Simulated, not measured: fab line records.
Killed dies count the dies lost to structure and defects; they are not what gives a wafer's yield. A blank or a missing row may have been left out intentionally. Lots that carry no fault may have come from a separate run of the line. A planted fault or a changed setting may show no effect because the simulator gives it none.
What tool caused it?	flow ritCmos	36 wafers from 12 lots sampled at 2 of the route's 202 steps

WHAT THE GAUGES READ, wafer by wafer
RIT_FOX1_THK_MEAS_01.
lot	measured	on	FOX1_OXIDE_THK (nm)
L694	day 1 17:19	filmMetro-01	358 358 355
L695	day 1 23:22	filmMetro-01	352 351 349
L699	day 2 18:47	filmMetro-02	361 357 363
L703	day 3 14:44	filmMetro-03	231 230 230
L705	day 4 00:27	filmMetro-02	236 241 240
L706	day 4 04:50	filmMetro-03	350 352 350
L707	day 4 09:50	filmMetro-02	346 339 342
L708	day 4 14:58	filmMetro-01	345 343 347
L711	day 5 05:49	filmMetro-02	360 356 354
L713	day 5 16:39	filmMetro-01	353 351 348
L714	day 5 20:50	filmMetro-02	360 361 361
L716	day 6 06:50	filmMetro-01	355 352 354

WHAT TOOL EACH LOT RAN ON (gives the tool, then ch and the chambers of the sampled wafers, and finally the start)
lot	RIT_FOX1_OXIDATION_00
L694	furnace-03 ch 0, day 1 16:01
L695	furnace-04 ch 0, day 1 22:03
L699	furnace-04 ch 0, day 2 17:28
L703	furnace-01 ch 0, day 3 13:26
L705	furnace-01 ch 0, day 3 23:08
L706	furnace-04 ch 0, day 4 03:31
L707	furnace-04 ch 0, day 4 08:31
L708	furnace-04 ch 0, day 4 13:39
L711	furnace-04 ch 0, day 5 04:30
L713	furnace-03 ch 0, day 5 15:20
L714	furnace-04 ch 0, day 5 19:31
L716	furnace-03 ch 0, day 6 05:31
- RIT_FOX1_OXIDATION_00: target thk 350.7 nm, ox time 1130 s.

WHAT THE TOOLS THEMSELVES READ (means of the sampled wafers that have a number; where no wafer has one, the mark that the record gives instead)
RIT_FOX1_OXIDATION_00.
lot	tool	oxTempC (C)
L694	furnace-03	1100.6
L695	furnace-04	1100.0
L699	furnace-04	1101.3
L703	furnace-01	1100.1
L705	furnace-01	1099.9
L706	furnace-04	1100.6
L707	furnace-04	1099.3
L708	furnace-04	1100.0
L711	furnace-04	1100.3
L713	furnace-03	1099.7
L714	furnace-04	1099.7
L716	furnace-03	1099.8

THE ANSWER, worked out from the rows above alone
Rule: the usual values come from the lots themselves. Put in order of their means at a reading, lots are off if they are a third of the lots or fewer, leave a main group of 4 or more, and stand apart from it by a gap of 3 or more times the standard deviation of the main group's means; of several such gaps the widest counts. A main group whose means are all the same, to the digits that the tables above print for the reading, isn't used. A lot without any number at a reading at which 4 lots or more have one is off too. All remaining lots with rows at the step are treated as sound. The gauges are gone through in route order, then the tools' own readings, and for those a lot's mean is taken as printed above. At the first step where some lot is off, the reading lying furthest off is the one used; lots without a number count as furthest.
Off: L703, L705, seen at RIT_FOX1_THK_MEAS_01 (FOX1_OXIDE_THK). Main group: mean 353 nm, sd 5.8.
A tool fits if, at a process step before that reading, it ran every lot that is off, and no sound lot after the first of them. Gauges at RIT_FOX1_THK_MEAS_01: tried the same way as those tools. One fits: furnace-01 at RIT_FOX1_OXIDATION_00. It ran no sound lot before its first lot that is off in this sample, so the start can't be narrowed down.

WHAT WAS PUT IN BY THE SIMULATOR
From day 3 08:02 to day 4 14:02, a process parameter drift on furnace-01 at RIT_FOX1_OXIDATION_00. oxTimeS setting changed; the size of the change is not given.
Shown lots that were struck: L703, L705. Same finding as the rule above.
